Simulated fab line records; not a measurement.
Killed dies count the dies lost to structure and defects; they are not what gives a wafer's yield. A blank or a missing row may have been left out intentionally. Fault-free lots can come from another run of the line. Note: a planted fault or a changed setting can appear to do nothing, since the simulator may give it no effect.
Comparing a struck lot with a sound one + flow rit-cmos + 27 steps out of a route of 202
Sound: wafers L284.2, L284.3, L284.6. Struck: wafer L296.4 (L296.1, L296.2, from the same lot, were not struck and are left out); the cause is given at the end.
At each step with rows: each side's tool, then ch and its chambers, then its first start. Under that, the readings that differ: sound wafers + struck wafers + difference of the means + sigmas: that difference in standard deviations of wafers without a fault.
alike: words and numbers the same on both sides, and readings whose means are apart by under 2 such deviations; not compared: readings that were withheld, readings missing a value for some wafer, numbers with overlapping values and no deviation given by the record, and bounds like >300 which may hide the same value.
Wherever a step has rows on one side only, a row that says differs or no value, or a row with sigmas, the two part there. When numbers do not overlap yet have no deviation, they are printed without sigmas and do not part them. A reading missing from all wafers of one side parts the sides only when that side holds two or more wafers.

first, 4 steps without rows for these wafers: RIT_CONTACT_SOFTBAKE_04 (time 60 s); RIT_CONTACT_EXPOSE_05 (exposes mask M11, target cd 1000 nm); RIT_CONTACT_PEB_06; RIT_CONTACT_DEVELOP_07 (develop time 120 s).
RIT_CONTACT_CD_MEAS_08: the cd target is 1000 nm.
  sound: cd-sem-02 at day 3 08:38; struck: cd-sem-02 at day 5 21:07
  alike: cd-nm
RIT_CONTACT_OVL_MEAS_09:
  sound: overlay-01 at day 3 08:45; struck: overlay-02 at day 5 21:14
  alike: CONTACT_OVL
then, 1 step without rows for these wafers: RIT_CONTACT_HARDBAKE_10 (time 60 s).
RIT_CONTACT_ETCH_11: etches SiO2 in CHF3/CF4/Ar, stops on TiSi2, target depth 480 nm, time 320 s.
  sound on rie-diel-01 ch 0,3, day 3 08:56; struck on rie-diel-04 ch 1, day 5 21:37
  alike: O2_flow_sccm, cf4-flow-sccm, drypump-motor-current-A, oes-product-au, throttle-valve-pct
  not compared: rf-hours-counter-h
RIT_CONTACT_STRIP_12: strips in O2, time 180 s.
  sound on plasma-asher-04 ch 0,1, day 3 09:07; struck on plasma-asher-01 ch 1, day 5 21:48
  alike: drypump-motor-current-A
  not compared: rf-hours-counter-h
RIT_CONTACT_CD_MEAS_90: the cd target is 1000 nm.
  sound: cd-sem-02 at day 3 09:19; struck: cd-sem-02 at day 5 21:58
  alike: cd-nm
then, 2 steps without rows for these wafers: RIT_CONTACT_CLEAN_13 (cleans in SC1, time 600 s); RIT_CONTACT_CLEAN_14 (cleans in SC2, time 600 s).
RIT_M1_SPUTTER_00: material Al, target thk 400 nm, time 500 s.
  sound: pvd-sputter-01 at day 3 09:46; struck: pvd-sputter-03 at day 5 22:28
| reading                               | sound         | struck | difference | sigmas |
|---------------------------------------|---------------|--------|------------|--------|
| model.Al_of_M1_SPUTTER_00.thk-nm (nm) | 398 394.6 394 | 252.8  | -142.7     |        |
  alike: throttle-valve-pct
RIT_M1_RS_MEAS_01: the measuring method here is four-point-probe.
  sound: film-metro-01 at day 3 10:07; struck: film-metro-03 at day 5 22:46
| reading           | sound                | struck | difference | sigmas |
|-------------------|----------------------|--------|------------|--------|
| M1_AL_RS (ohm/sq) | 0.0737 0.0744 0.0745 | 0.1178 | +0.0436    | +53    |
RIT_M1_THK_MEAS_02: measures by xrf.
  sound: film-metro-01 at day 3 10:14; struck: film-metro-03 at day 5 22:53
| reading        | sound       | struck | difference | sigmas |
|----------------|-------------|--------|------------|--------|
| M1_AL_THK (nm) | 388 385 383 | 248    | -137       | -27    |
then, 6 steps without rows for these wafers: RIT_M1_HMDS_03 (prime time 60 s); RIT_M1_COAT_04 (resist thk 1300 nm); RIT_M1_SOFTBAKE_05 (time 60 s); RIT_M1_EXPOSE_06 (exposes mask M12, target cd 2600 nm); RIT_M1_PEB_07; RIT_M1_DEVELOP_08 (develop time 68 s).
RIT_M1_CD_MEAS_09: the cd target is 2600 nm.
  sound: cd-sem-01 at day 3 11:21; struck: cd-sem-01 at day 5 23:58
  alike: cd-nm
RIT_M1_OVL_MEAS_10:
  sound: overlay-01 at day 3 11:28; struck: overlay-02 at day 6 00:05
  alike: M1_OVL
then, 1 step without rows for these wafers: RIT_M1_HARDBAKE_11 (time 120 s).
RIT_M1_METAL_ETCH_12: etches Al in Cl2/BCl3, stops on SiO2, time 165 s, target depth 600 nm.
  sound on rie-metal-03 ch 0,1, day 3 11:44; struck on rie-metal-03 ch 1, day 6 00:22
| reading               | sound             | struck | difference | sigmas |
|-----------------------|-------------------|--------|------------|--------|
| oes-product-au (a.u.) | 0.761 0.766 0.772 | 0.612  | -0.154     | -13    |
  alike: drypump-motor-current-A, throttle-valve-pct
  not compared: rf-hours-counter-h
then, 1 step without rows for these wafers: RIT_M1_STRIP_13 (strips in nmp, time 600 s).
RIT_M1_PROBE_99:
  sound: prober-01 at day 3 14:02; struck: prober-01 at day 6 02:47
| reading                               | sound                       | struck   | difference | sigmas |
|---------------------------------------|-----------------------------|----------|------------|--------|
| model.etest.m1.rs-ohm-sq              | 0.07302 0.07402 0.073       | 0.114    | +0.041     |        |
| model.etest.antenna-m1.vt-shift-v (V) | -0.003354 -0.01142 -0.01511 | -0.01716 | -0.00720   |        |
  alike: defect-limited-yield, killed_at_M0_to_M3, killed-at-front-end, killed-dies, killed-on-rim, killed-open, killed-short, sort_bin_3_pad_short, sort_bin_5_function, sort_bin_6_memory, sort-n-pass, sort-yield-pct

## WHERE THEY PART
Last at RIT_M1_METAL_ETCH_12 as far as this record goes, first at RIT_M1_RS_MEAS_01. Later steps at which nothing parts them and some readings are alike: RIT_M1_PROBE_99.

WHY: what the simulator had put in
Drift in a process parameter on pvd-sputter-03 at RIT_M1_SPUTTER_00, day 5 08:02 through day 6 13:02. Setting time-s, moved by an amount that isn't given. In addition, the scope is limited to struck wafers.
